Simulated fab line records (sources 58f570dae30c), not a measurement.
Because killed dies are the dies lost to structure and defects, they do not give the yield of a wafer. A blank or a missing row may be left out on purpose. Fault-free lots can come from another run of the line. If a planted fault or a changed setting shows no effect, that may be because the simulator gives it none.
Which tool is to blame? -- flow berkeley_cmos170 -- Sampling: 6 lots, 18 wafers, 6 of 331 route steps

## WHAT THE GAUGES READ, wafer by wafer
UCB170_M2_CD_MEAS_90: target cd 700 nm.
lot,measured,on,cd_nm (nm)
L457,day 11 08:20,cd_sem-01,- - -
L461,day 11 21:08,cd_sem-01,700.2 699.4 703.1
L464,day 12 15:01,cd_sem-02,700.0 698.1 701.8
L465,day 12 23:24,cd_sem-01,703.9 702.1 702.7
L469,day 14 01:32,cd_sem-01,697.0 697.1 698.4
L467,day 14 11:22,cd_sem-01,698.8 701.8 701.0

## WHICH TOOL RAN EACH LOT (tool, then ch and the chambers of the sampled wafers, then the start)
lot,UCB170_M1_STRIP_13,UCB170_V1_CMP_02,UCB170_V1_ETCH_14,UCB170_M2_METAL_ETCH_18,UCB170_M2_STRIP_19
L457,"plasma_asher-04 ch 0, day 11 01:31","cmp-01 ch 1,2,3, day 11 03:34","rie_diel-04 ch 1,2, day 11 05:13","rie_metal-01 ch 0,1, day 11 08:02","plasma_asher-03 ch 0,1, day 11 08:13"
L461,"plasma_asher-04 ch 0,1, day 11 14:13","cmp-02 ch 1,2,3, day 11 16:02","rie_diel-04 ch 0,1,2, day 11 18:01","rie_metal-01 ch 0,1, day 11 20:50","plasma_asher-01 ch 0,1, day 11 21:02"
L464,"plasma_asher-04 ch 0,1, day 12 06:56","cmp-01 ch 0,1,2, day 12 10:00","rie_diel-04 ch 1,2,3, day 12 12:01","rie_metal-04 ch 0,1, day 12 14:43","plasma_asher-02 ch 0,1, day 12 14:55"
L465,"plasma_asher-04 ch 0,1, day 12 16:59","cmp-02 ch 1,2, day 12 18:46","rie_diel-03 ch 0,2,3, day 12 20:34","rie_metal-01 ch 0,1, day 12 23:07","plasma_asher-03 ch 0,1, day 12 23:18"
L469,"plasma_asher-04 ch 0,1, day 13 18:40","cmp-01 ch 0,1,3, day 13 20:37","rie_diel-02 ch 1,2, day 13 22:33","rie_metal-02 ch 0,1, day 14 01:14","plasma_asher-01 ch 0,1, day 14 01:25"
L467,"plasma_asher-03 ch 1, day 14 02:20","cmp-02 ch 0,1,3, day 14 04:34","rie_diel-02 ch 0,1, day 14 07:46","rie_metal-01 ch 0, day 14 11:04","plasma_asher-01 ch 1, day 14 11:14"
- UCB170_M1_STRIP_13: strips in O2.
- UCB170_V1_CMP_02: polishes SiO2.
- UCB170_V1_ETCH_14: etches SiO2 in CHF3/CF4/Ar, stops on Al, target depth 1250 nm, time 291 s.
- UCB170_M2_METAL_ETCH_18: etches Al in Cl2/BCl3, stops on SiO2, target depth 1170 nm, time 195 s.
- UCB170_M2_STRIP_19: strips in O2.

## THE ANSWER, worked out from the rows above alone
Rule: usual is defined by the lots themselves. Put in order of their means at a reading, lots are off if they are a third of the lots or fewer, leave a main group of 4 or more, and stand apart from it by a gap of 3 or more times the standard deviation of the main group's means; of several such gaps the widest counts. If all means in a main group match to the digits the tables above print for the reading, that group is not used. Also off: a lot with no number at a reading for which 4 or more lots have one. Any other lot the step has rows for is counted as sound.
Off at UCB170_M2_CD_MEAS_90 (cd_nm): L457. Without a number there: L457. The main group has a mean of 700.4 nm with a standard deviation of 1.7.
A tool fits if, at a process step before that reading, it ran every lot that is off, and no sound lot after the first of them. Gauges at UCB170_M2_CD_MEAS_90: tried the same way as those tools. Not one of the candidates tried fits.

## WHAT WAS PUT IN BY THE SIMULATOR
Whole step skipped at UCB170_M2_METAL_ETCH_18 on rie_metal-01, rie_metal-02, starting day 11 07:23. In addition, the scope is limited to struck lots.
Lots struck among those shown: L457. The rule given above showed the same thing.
